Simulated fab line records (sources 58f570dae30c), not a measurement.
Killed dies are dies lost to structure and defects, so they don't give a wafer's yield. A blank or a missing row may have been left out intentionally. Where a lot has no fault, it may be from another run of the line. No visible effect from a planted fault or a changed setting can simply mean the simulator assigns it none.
What tool caused it? :: flow berkeleyCmos170 :: Sampling: 14 lots, 42 wafers, 2 of 331 route steps

WHAT THE GAUGES READ, wafer by wafer
UCB170_PLDD_CD_MEAS_06: the cd target is 1200 nm.
lot: L204
measured: day 6 03:36
on: cdSem-02
cdNm (nm): 1201.1 1200.7 1201.8

lot: L206
measured: day 6 16:48
on: cdSem-02
cdNm (nm): 1200.0 1197.5 1200.2

lot: L205
measured: day 6 17:19
on: cdSem-01
cdNm (nm): 1201.1 1201.1 1200.5

lot: L207
measured: day 6 17:33
on: cdSem-01
cdNm (nm): 1201.1 1201.6 1202.3

lot: L215
measured: day 8 08:53
on: cdSem-01
cdNm (nm): - - -

lot: L214
measured: day 8 09:10
on: cdSem-02
cdNm (nm): - - -

lot: L220
measured: day 9 18:56
on: cdSem-02
cdNm (nm): 1201.4 1201.8 1200.7

lot: L219
measured: day 9 19:22
on: cdSem-02
cdNm (nm): 1201.2 1200.9 1201.0

lot: L221
measured: day 9 22:52
on: cdSem-01
cdNm (nm): 1201.0 1201.0 1200.6

lot: L222
measured: day 9 23:10
on: cdSem-02
cdNm (nm): 1199.9 1199.4 1200.7

lot: L223
measured: day 10 08:05
on: cdSem-01
cdNm (nm): 1198.1 1197.6 1198.9

lot: L224
measured: day 10 08:22
on: cdSem-01
cdNm (nm): 1200.5 1200.6 1200.2

lot: L225
measured: day 10 17:33
on: cdSem-02
cdNm (nm): 1198.0 1197.4 1198.3

lot: L226
measured: day 11 11:39
on: cdSem-02
cdNm (nm): 1198.6 1198.6 1198.7

WHAT TOOL EACH LOT RAN ON (gives the tool, then ch and the chambers of the sampled wafers, and finally the start)
lot: L204
UCB170_PLDD_PEB_04: lithoTrack-02 ch 0, day 6 03:20

lot: L206
UCB170_PLDD_PEB_04: lithoTrack-04 ch 0, day 6 16:31

lot: L205
UCB170_PLDD_PEB_04: lithoTrack-01 ch 0, day 6 17:02

lot: L207
UCB170_PLDD_PEB_04: lithoTrack-02 ch 0, day 6 17:17

lot: L215
UCB170_PLDD_PEB_04: lithoTrack-04, day 8 08:37

lot: L214
UCB170_PLDD_PEB_04: lithoTrack-01, day 8 08:54

lot: L220
UCB170_PLDD_PEB_04: lithoTrack-01 ch 0, day 9 18:39

lot: L219
UCB170_PLDD_PEB_04: lithoTrack-02 ch 0, day 9 19:06

lot: L221
UCB170_PLDD_PEB_04: lithoTrack-01 ch 0, day 9 22:36

lot: L222
UCB170_PLDD_PEB_04: lithoTrack-01 ch 0, day 9 22:54

lot: L223
UCB170_PLDD_PEB_04: lithoTrack-02 ch 0, day 10 07:49

lot: L224
UCB170_PLDD_PEB_04: lithoTrack-02 ch 0, day 10 08:05

lot: L225
UCB170_PLDD_PEB_04: lithoTrack-01 ch 0, day 10 17:16

lot: L226
UCB170_PLDD_PEB_04: lithoTrack-01 ch 0, day 11 11:23
- UCB170_PLDD_PEB_04

AS READ BY THE TOOLS THEMSELVES (means over the sampled wafers that have a number; for cases with no such wafer, the mark the record gives instead)
UCB170_PLDD_PEB_04.
lot: L204
tool: lithoTrack-02
chillPlateTempC (C): 23.12
exhaustPa (Pa): 44.2
heaterPowerTotalW (W): 56.80

lot: L206
tool: lithoTrack-04
chillPlateTempC (C): 23.19
exhaustPa (Pa): 46.0
heaterPowerTotalW (W): 56.82

lot: L205
tool: lithoTrack-01
chillPlateTempC (C): 22.93
exhaustPa (Pa): 45.0
heaterPowerTotalW (W): 56.76

lot: L207
tool: lithoTrack-02
chillPlateTempC (C): 22.97
exhaustPa (Pa): 44.2
heaterPowerTotalW (W): 56.80

lot: L215
tool: lithoTrack-04
chillPlateTempC (C): -
exhaustPa (Pa): -
heaterPowerTotalW (W): -

lot: L214
tool: lithoTrack-01
chillPlateTempC (C): -
exhaustPa (Pa): -
heaterPowerTotalW (W): -

lot: L220
tool: lithoTrack-01
chillPlateTempC (C): 22.97
exhaustPa (Pa): 43.8
heaterPowerTotalW (W): 56.78

lot: L219
tool: lithoTrack-02
chillPlateTempC (C): 22.89
exhaustPa (Pa): 44.7
heaterPowerTotalW (W): 56.79

lot: L221
tool: lithoTrack-01
chillPlateTempC (C): 23.11
exhaustPa (Pa): 44.9
heaterPowerTotalW (W): 56.79

lot: L222
tool: lithoTrack-01
chillPlateTempC (C): 23.01
exhaustPa (Pa): 44.9
heaterPowerTotalW (W): 56.83

lot: L223
tool: lithoTrack-02
chillPlateTempC (C): 23.05
exhaustPa (Pa): 46.9
heaterPowerTotalW (W): 56.81

lot: L224
tool: lithoTrack-02
chillPlateTempC (C): 22.96
exhaustPa (Pa): 44.7
heaterPowerTotalW (W): 56.80

lot: L225
tool: lithoTrack-01
chillPlateTempC (C): 22.95
exhaustPa (Pa): 45.3
heaterPowerTotalW (W): 56.82

lot: L226
tool: lithoTrack-01
chillPlateTempC (C): 22.92
exhaustPa (Pa): 44.6
heaterPowerTotalW (W): 56.80

THE ANSWER, worked out from the rows above alone
Rule: usual is defined by the lots themselves. The widest of any qualifying gaps counts: lots, ordered by their means at a reading, are off when they make up no more than a third of the lots, leave a main group of 4 or more, and stand apart from it by 3 or more times the standard deviation of that group's means. Not used: any main group whose means are identical at the precision the tables above print for the reading. Also off: a lot with no number at a reading for which 4 or more lots have one. Where the step has rows for the other lots, those lots are counted as sound. First the gauges in route order, then the tools' own readings, where a lot's mean is used as printed above. The first step at which some lot is off is used, and at that step the reading that is off furthest; a lot without a number counts as furthest.
Off: L215, L214 (UCB170_PLDD_CD_MEAS_06, cdNm). Without a number there: L215, L214. Main group: mean 1200.1 nm, sd 1.2.
A tool fits if, at a process step before that reading, it ran every lot that is off, and no sound lot after the first of them. The gauges at UCB170_PLDD_CD_MEAS_06 aren't tried: what is off there is off at UCB170_PLDD_PEB_04 too, on other tools, and a gauge's error can't cause that. No candidate that was tried fits.

WHAT WAS PUT IN BY THE SIMULATOR
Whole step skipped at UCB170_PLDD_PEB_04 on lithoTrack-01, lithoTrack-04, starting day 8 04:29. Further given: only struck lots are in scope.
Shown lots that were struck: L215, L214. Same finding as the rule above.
